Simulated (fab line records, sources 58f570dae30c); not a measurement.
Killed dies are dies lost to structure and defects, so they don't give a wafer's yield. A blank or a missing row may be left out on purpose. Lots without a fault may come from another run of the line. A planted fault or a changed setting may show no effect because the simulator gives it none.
Which tool did it? | flow berkeley_cmos170 | 15 lots, 45 wafers sampled, at 2 steps of a route of 331

WHAT THE GAUGES READ, wafer by wafer
UCB170_CONTACT_OVL_MEAS_16.
lot  | measured     | on         | CONTACT_OVL (nm)
L900 | day 6 19:52  | overlay-01 | -11 -4 5
L901 | day 7 00:03  | overlay-01 | 15 -2 8
L903 | day 7 15:58  | overlay-02 | 0 -6 0
L902 | day 7 16:31  | overlay-01 | -2 -5 1
L905 | day 8 01:43  | overlay-02 | 3 -15 -10
L907 | day 8 15:43  | overlay-01 | 4 11 5
L908 | day 8 16:07  | overlay-01 | 5 5 -4
L910 | day 9 01:11  | overlay-02 | -5 5 4
L912 | day 9 13:22  | overlay-01 | -9 -5 0
L911 | day 9 13:05  | overlay-02 | 4 6 -1
L917 | day 10 18:19 | overlay-01 | -8 0 -4
L915 | day 10 18:31 | overlay-02 | -9 -9 -9
L918 | day 10 18:52 | overlay-01 | -1 -1 -1
L919 | day 10 19:15 | overlay-01 | 3 9 5
L921 | day 11 09:38 | overlay-02 | -7 -11 -9

WHICH TOOL RAN EACH LOT (tool, then ch and the chambers of the sampled wafers, then the start)
lot  | UCB170_SILICIDE_RTA_04
L900 | rtp_anneal-01 ch 0, day 6 15:53
L901 | rtp_anneal-02 ch 0, day 6 20:08
L903 | rtp_anneal-02 ch 0, day 7 08:13
L902 | rtp_anneal-01 ch 0, day 7 08:23
L905 | rtp_anneal-01 ch 0, day 7 19:46
L907 | rtp_anneal-02 ch 0, day 8 10:24
L908 | rtp_anneal-02 ch 0, day 8 11:02
L910 | rtp_anneal-01 ch 0, day 8 20:48
L912 | rtp_anneal-01 ch 0, day 9 07:45
L911 | rtp_anneal-02 ch 0, day 9 08:10
L917 | rtp_anneal-01 ch 0, day 10 10:34
L915 | rtp_anneal-02 ch 0, day 10 10:44
L918 | rtp_anneal-01 ch 0, day 10 11:03
L919 | rtp_anneal-02 ch 0, day 10 11:52
L921 | rtp_anneal-01 ch 0, day 11 03:26
- UCB170_SILICIDE_RTA_04: time 15 s.

WHAT THE TOOLS THEMSELVES READ (means of the sampled wafers that have a number; where no wafer has one, the mark that the record gives instead)
UCB170_SILICIDE_RTA_04.
lot  | tool          | lamp_power_pct (%) | wafer_temp_C_max
L900 | rtp_anneal-01 | 10.17              | 655.2
L901 | rtp_anneal-02 | 10.29              | 651.9
L903 | rtp_anneal-02 | 10.28              | 652.2
L902 | rtp_anneal-01 | 10.18              | 655.2
L905 | rtp_anneal-01 | 10.17              | 655.0
L907 | rtp_anneal-02 | 10.28              | 652.3
L908 | rtp_anneal-02 | 10.29              | 652.2
L910 | rtp_anneal-01 | 10.17              | 655.1
L912 | rtp_anneal-01 | 10.17              | 653.9
L911 | rtp_anneal-02 | 10.28              | 651.7
L917 | rtp_anneal-01 | 10.17              | 654.5
L915 | rtp_anneal-02 | 10.28              | 652.4
L918 | rtp_anneal-01 | 10.17              | 654.5
L919 | rtp_anneal-02 | 10.27              | 652.0
L921 | rtp_anneal-01 | 10.17              | 654.0

THE ANSWER, worked out from the rows above alone
Rule: what is usual is taken from the lots themselves. Put in order of their means at a reading, lots are off if they are a third of the lots or fewer, leave a main group of 4 or more, and stand apart from it by a gap of 3 or more times the standard deviation of the main group's means; of several such gaps the widest counts. A main group whose means are all the same, to the digits that the tables above print for the reading, isn't used. A lot without any number at a reading at which 4 lots or more have one is off too. The other lots that the step has rows for count as sound. The gauges are gone through in route order, then the tools' own readings, and for those a lot's mean is taken as printed above. The first step at which some lot is off is used, and at that step the reading that is off furthest; a lot without a number counts as furthest.
No lot is off at any reading shown: from this, nothing can be told.

WHAT THE SIMULATOR HAD PUT IN
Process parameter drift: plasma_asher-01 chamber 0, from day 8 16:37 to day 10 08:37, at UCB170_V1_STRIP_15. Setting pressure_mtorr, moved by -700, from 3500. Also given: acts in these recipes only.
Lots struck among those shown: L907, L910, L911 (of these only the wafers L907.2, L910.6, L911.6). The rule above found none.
